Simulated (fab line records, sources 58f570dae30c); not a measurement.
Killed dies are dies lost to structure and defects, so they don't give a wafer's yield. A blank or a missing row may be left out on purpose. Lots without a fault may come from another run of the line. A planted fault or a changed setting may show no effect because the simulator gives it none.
Split-lot experiment | flow berkeley_cmos170 | 5 lots, 23 wafers read, on a route of 331 steps

THE SPLIT
At UCB170_SILICIDE_SPUTTER_01 (material Ti, target thk 30 nm, time 25 s), the setting time_s was moved away from the recipe's 25 s on 11 of the 23 wafers read, by -9.3% to +6.6%. The other wafers ran this setting at the recipe's value.

FROM THE SPLIT TO THE READING: what the file shows between them, 1 step
- UCB170_SILICIDE_RS_MEAS_02: measures by four-point-probe

THE READING
SILICIDE_TI_THK, in nm, at UCB170_SILICIDE_THK_MEAS_03 (measures by xrf). Fault-free wafers of this fab line usually give 31.1 nm, standard deviation 0.32 nm.

wafer  | tool, chamber at the split | time_s as run, s | against the recipe | SILICIDE_TI_THK, nm | against lot-mates on the recipe
L076.2 | pvd_sputter-03, -          | 25               | recipe             | 30.7                | -
L076.3 | pvd_sputter-03, -          | 25               | recipe             | 30.9                | -
L076.4 | pvd_sputter-03, -          | 26.64            | +6.6%              | 32.7                | +1.9
L076.5 | pvd_sputter-03, -          | 26.64            | +6.6%              | 32.7                | +1.9
L076.6 | pvd_sputter-03, -          | 26.64            | +6.6%              | 32.8                | +2.0
L074.1 | pvd_sputter-01, -          | 25               | recipe             | 31.4                | -
L074.2 | pvd_sputter-01, -          | 25               | recipe             | 31.5                | -
L074.3 | pvd_sputter-01, -          | 26.13            | +4.5%              | 32.8                | +1.3
L074.4 | pvd_sputter-01, -          | 26.13            | +4.5%              | 32.7                | +1.3
L074.5 | pvd_sputter-01, -          | 26.13            | +4.5%              | 32.7                | +1.3
L075.1 | pvd_sputter-04, -          | 23.26            | -7.0%              | 28.8                | -2.1
L075.2 | pvd_sputter-04, -          | 25               | recipe             | 30.9                | -
L075.3 | pvd_sputter-04, -          | 25               | recipe             | 30.9                | -
L075.4 | pvd_sputter-04, -          | 25               | recipe             | 31.0                | -
L075.6 | pvd_sputter-04, -          | 23.26            | -7.0%              | 28.9                | -2.0
L083.1 | pvd_sputter-03, -          | 25               | recipe             | 31.4                | -
L083.2 | pvd_sputter-03, -          | 22.67            | -9.3%              | 28.3                | -2.8
L083.3 | pvd_sputter-03, -          | 22.67            | -9.3%              | 28.5                | -2.6
L083.4 | pvd_sputter-03, -          | 25               | recipe             | 30.8                | -
L083.6 | pvd_sputter-03, -          | 22.67            | -9.3%              | 28.7                | -2.4
L082.1 | pvd_sputter-04, -          | 25               | recipe             | 30.9                | -
L082.3 | pvd_sputter-04, -          | 25               | recipe             | 31.3                | -
L082.4 | pvd_sputter-04, -          | 25               | recipe             | 31.1                | -

THE FIT
A straight line over all 23 wafers: SILICIDE_TI_THK changes by +0.289 nm for each +1% of time_s; r = +0.98; the points scatter about the line by 0.27 nm.
The same after taking each lot's own level away (the mean of its wafers on the recipe; 23 wafers): +0.287 nm for each +1%; r = +1.00; scatter 0.14 nm.
On that fit, the largest move of time_s shifts the reading by 2.7 nm.
The lots' own levels span 30.80 to 31.45 nm, that is 2.0 times the standard deviation above.
So the lot-to-lot level changes the slope little: the two slopes agree.
Check: with one of the wafers moved furthest among these (-9.3%) left out of the fit, the line predicts -2.64 nm for it against its lot-mates. It came out at -2.8 nm against them.

OTHER SPLITS ON THESE WAFERS
These wafers also went through other splits before the reading. Each is held against what the fit with the lots' levels taken away leaves over:
other split on the same wafers | wafers away from the commonest value | r with SILICIDE_TI_THK (lot level and that fit taken away)
UCB170_PSD_PEB_04 peb_temp_c   | 10                                   | +0.02
UCB170_NSD_PEB_04 peb_temp_c   | 10                                   | -0.12

THE WHOLE CHAIN: every reading that the file lists as answering this split, in the file's order
step                        | what it does                             | reading                                                                           | change (the file's fit)               | r (the file's)
UCB170_SILICIDE_SPUTTER_01  | material Ti, target thk 30 nm, time 25 s | Ti_of_SILICIDE_SPUTTER_01.thk_nm (the simulator's own value, which no gauge read) | +0.285 nm for each +1% of the setting | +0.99
UCB170_SILICIDE_RS_MEAS_02  | measures by four-point-probe             | SILICIDE_TI_RS                                                                    | -0.307 for each +1% of the setting    | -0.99
UCB170_SILICIDE_THK_MEAS_03 | measures by xrf                          | SILICIDE_TI_THK                                                                   | +0.293 for each +1% of the setting    | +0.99

THE FILE'S OWN FIT
SILICIDE_TI_THK changes by +0.293 nm for each +1% of time_s, r = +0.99.
